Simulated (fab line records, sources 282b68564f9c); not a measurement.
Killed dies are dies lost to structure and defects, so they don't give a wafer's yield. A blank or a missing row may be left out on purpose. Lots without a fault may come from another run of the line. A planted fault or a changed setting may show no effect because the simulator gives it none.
fab line records | flow rit_cmos
record lots=13 wafers=39 last_day=7
route steps=202 shown FOX2@26 M1@202
lots that met no fault: from a run of the same line without faults
start_h: hours from the record's first day to the start of the lot's first wafer shown | wait_h: hours since the lot's step before | " the same as in the row above | L1.1+2: a row that stands for several wafers | - no value, or no start given | * or withheld: withheld | < > ~ a bound
route shown NAME@n: a module of which the file shows steps, and the number in the route of the first | usual: mean/standard deviation of fault-free wafers | same: alike in all rows | chamber/n: place in a boat | sites: the reading at each site | _std_site: their standard deviation | _edge_site: outer sites' mean less inner sites' | radius_mm: how far each site lies from the wafer's centre | mask NAME#n: copy n | behind: the tool/chamber that last shaped the wafer | hold: why the lot was held/for how many hours/how that ended | device: the transistor (n, p or np) that didn't switch | end of line: the same wafers' tests at the end of the route | a step without rows: its recipe alone | killed: dies lost to structure and defects at the first sort, not the wafer's yield | map: a wafer's dies, x killed, . not, _ none there
set.NAME: the setting as run; set.NAME@STEP: as run at that earlier step | model.NAME: the simulator's own value behind a step, which no gauge read
steps of the route over a sample of lots; a table a step, a row a wafer
## steps
# step RIT_FOX2_WET_ETCH_03
# recipe chemistry=H3PO4 target=Si3N4 target_depth_nm=195 temp_c=165 time_s=2700
# usual run_length_s=2727/3.1
# columns lot.wafer tool chamber start_h wait_h run_length_s
L821.2 wet_bench-02 2 25.06 0.0 2733
L821.5 " 2 " " 2733
L821.6 " 2 " " 2733
L822.2 wet_bench-04 0 28.97 0.0 2734
L822.3 " 0 " " 2734
L822.6 " 0 " " 2734
L825.1 wet_bench-04 1 55.60 0.0 2726
L825.4 " 1 " " 2726
L825.6 " 1 " " 2726
L826.4 wet_bench-04 2 55.60 0.0 2726
L826.5 " 2 " " 2726
L826.6 " 2 " " 2726
L827.2 wet_bench-04 2 55.60 0.0 2726
L827.4 " 2 " " 2726
L827.6 " 2 " " 2726
L828.2 wet_bench-04 1 67.08 0.0 2726
L828.3 " 1 " " 2726
L828.6 " 1 " " 2726
L830.1 wet_bench-04 2 71.48 0.0 2725
L830.2 " 2 " " 2725
L830.5 " 2 " " 2725
L835.3 wet_bench-02 0 94.87 0.0 2724
L835.4 " 0 " " 2724
L835.5 " 0 " " 2724
L837.2 wet_bench-02 1 103.49 0.0 2725
L837.3 " 1 " " 2725
L837.6 " 1 " " 2725
L841.4 wet_bench-02 1 124.30 0.0 5426
L841.5 " 1 " " 5426
L841.6 " 1 " " 5426
L842.1 wet_bench-03 1 125.55 0.0 2725
L842.3 " 1 " " 2725
L842.6 " 1 " " 2725
L843.3 wet_bench-04 2 133.95 0.0 2726
L843.5 " 2 " " 2726
L843.6 " 2 " " 2726
L844.1 wet_bench-02 3 137.53 0.0 2734
L844.2 " 3 " " 2734
L844.3 " 3 " " 2734
# step RIT_M1_PROBE_99
# usual killed_at_contacts=0.1/0.25 killed_at_front_end=7/3.1 killed_dies=7/3.2 killed_open=3.3/2 killed_short=3.5/2
# same gross_dies=264 killed_at_M0_to_M3=0 killed_at_M4_up=0 killed_at_back_side=0 killed_at_other=0
# columns lot.wafer tool chamber start_h wait_h killed_at_contacts killed_at_front_end killed_dies killed_open killed_short
L821.2 prober-02 - 75.66 0.1 0 4 4 0 4
L821.5 prober-02 - 75.81 0.2 0 3 3 0 3
L821.6 prober-02 - 75.86 0.2 0 7 7 3 4
L841.4 prober-01 - 167.49 0.2 0 5 5 3 2
L841.5 prober-01 - 167.54 0.2 0 4 4 2 2
L841.6 prober-01 - 167.59 0.2 0 5 5 3 2
# killed by level:class
L821.2 SPACER:geometric_particle:short=2 SILICIDE:geometric_particle:short=2
L821.5 SILICIDE:geometric_particle:short=2 GATE:geometric_particle:short=1
L821.6 GATE:geometric_particle:short=3 FOX2:geometric_particle:open=2 FOX1:geometric_particle:short=1 SPACER:geometric_particle:open=1
L841.4 FOX1:geometric_particle:short=1 FOX1:geometric_particle:open=1 FOX2:geometric_particle:open=1 GATE:geometric_particle:short=1 GATE:geometric_particle:open=1
L841.5 FOX1:geometric_particle:open=1 FOX1:geometric_particle:short=1 GATE:geometric_particle:short=1 REOX:geometric_particle:open=1
L841.6 GATE:geometric_particle:open=2 FOX1:geometric_particle:short=1 GATE:geometric_particle:short=1 SPACER:geometric_particle:open=1
## key
first_sign step=RIT_FOX2_WET_ETCH_03 reading=run_length_s direction=up sigmas=99+ usual=* struck=*
effect none on later readings
met_at RIT_FOX2_WET_ETCH_03
struck_lots L841
struck_wafers L841.4,L841.5,L841.6
tester_left_out L841
onset_between 103.49 124.30
fault kind=process_parameter_drift tool=wet_bench-02 chamber=1 onset_h=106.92 steps=RIT_FOX2_WET_ETCH_03 channel=time_s offset=* shape=step end_h=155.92 acts_in=* stated=*
# tester_left_out: of these lots the tester's yield and bins aren't shown, on N5 and GAA mostly nor the transistor test; their killed dies are dies lost to structure and defects alone, not to doping, threshold or leakage, so they don't give the yield
